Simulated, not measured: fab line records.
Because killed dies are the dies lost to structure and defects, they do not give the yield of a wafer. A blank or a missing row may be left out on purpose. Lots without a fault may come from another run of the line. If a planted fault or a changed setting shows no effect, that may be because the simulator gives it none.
Which tool is to blame? || flow berkeley cmos170 || 15 lots (45 wafers sampled), 1 step of a 331-step route

## WHAT THE GAUGES READ, wafer by wafer
UCB170_NLDD_CD_MEAS_06: the cd target is 1200 nm.
{"lot": "L162", "measured": "day 6 02:55", "on": "cd sem-01", "cd nm (nm)": "1200.8 1201.4 1201.5"}
{"lot": "L164", "measured": "day 6 03:31", "on": "cd sem-01", "cd nm (nm)": "1199.8 1200.1 1200.4"}
{"lot": "L163", "measured": "day 6 04:14", "on": "cd sem-02", "cd nm (nm)": "1200.4 1199.7 1200.0"}
{"lot": "L166", "measured": "day 6 18:31", "on": "cd sem-02", "cd nm (nm)": "1199.2 1198.2 1198.8"}
{"lot": "L165", "measured": "day 6 18:47", "on": "cd sem-01", "cd nm (nm)": "1201.4 1200.9 1201.3"}
{"lot": "L167", "measured": "day 7 08:00", "on": "cd sem-02", "cd nm (nm)": "1200.5 1201.1 1201.3"}
{"lot": "L170", "measured": "day 8 09:52", "on": "cd sem-01", "cd nm (nm)": "1197.0 1197.2 1198.0"}
{"lot": "L172", "measured": "day 8 10:08", "on": "cd sem-02", "cd nm (nm)": "1200.9 1200.9 1200.9"}
{"lot": "L171", "measured": "day 8 10:20", "on": "cd sem-01", "cd nm (nm)": "1196.4 1197.0 1197.4"}
{"lot": "L174", "measured": "day 8 18:34", "on": "cd sem-01", "cd nm (nm)": "1199.1 1199.2 1198.1"}
{"lot": "L176", "measured": "day 9 02:40", "on": "cd sem-02", "cd nm (nm)": "1200.6 1201.3 1200.5"}
{"lot": "L179", "measured": "day 9 21:14", "on": "cd sem-01", "cd nm (nm)": "1202.3 1201.2 1201.0"}
{"lot": "L182", "measured": "day 10 12:52", "on": "cd sem-02", "cd nm (nm)": "1198.3 1197.7 1198.7"}
{"lot": "L181", "measured": "day 10 13:08", "on": "cd sem-02", "cd nm (nm)": "1200.1 1201.1 1200.0"}
{"lot": "L183", "measured": "day 10 23:28", "on": "cd sem-02", "cd nm (nm)": "1201.5 1201.4 1200.9"}

## TOOL THAT RAN EACH LOT (tool first, then ch and the chambers of the sampled wafers, then the start)
Record: no process step prior to these readings.

## AS READ BY THE TOOLS THEMSELVES (means over the sampled wafers that have a number; for cases with no such wafer, the mark the record gives instead)
The record holds no such reading with a usual standard deviation.

## THE ANSWER, worked out from the rows above alone
Rule: the usual values come from the lots themselves. The widest of any qualifying gaps counts: lots, ordered by their means at a reading, are off when they make up no more than a third of the lots, leave a main group of 4 or more, and stand apart from it by 3 or more times the standard deviation of that group's means. A main group is skipped when, at the precision printed for the reading in the tables above, its means are all equal. A lot without any number at a reading at which 4 lots or more have one is off too. Where the step has rows for the other lots, those lots are counted as sound. After the gauges, taken in route order, come the tools' own readings; for these a lot's mean is taken, as printed above. The first step at which some lot is off is used, and at that step the reading that is off furthest; a lot without a number counts as furthest.
Nothing can be told from this: no lot is off at any reading shown.

## WHAT WAS PUT IN BY THE SIMULATOR
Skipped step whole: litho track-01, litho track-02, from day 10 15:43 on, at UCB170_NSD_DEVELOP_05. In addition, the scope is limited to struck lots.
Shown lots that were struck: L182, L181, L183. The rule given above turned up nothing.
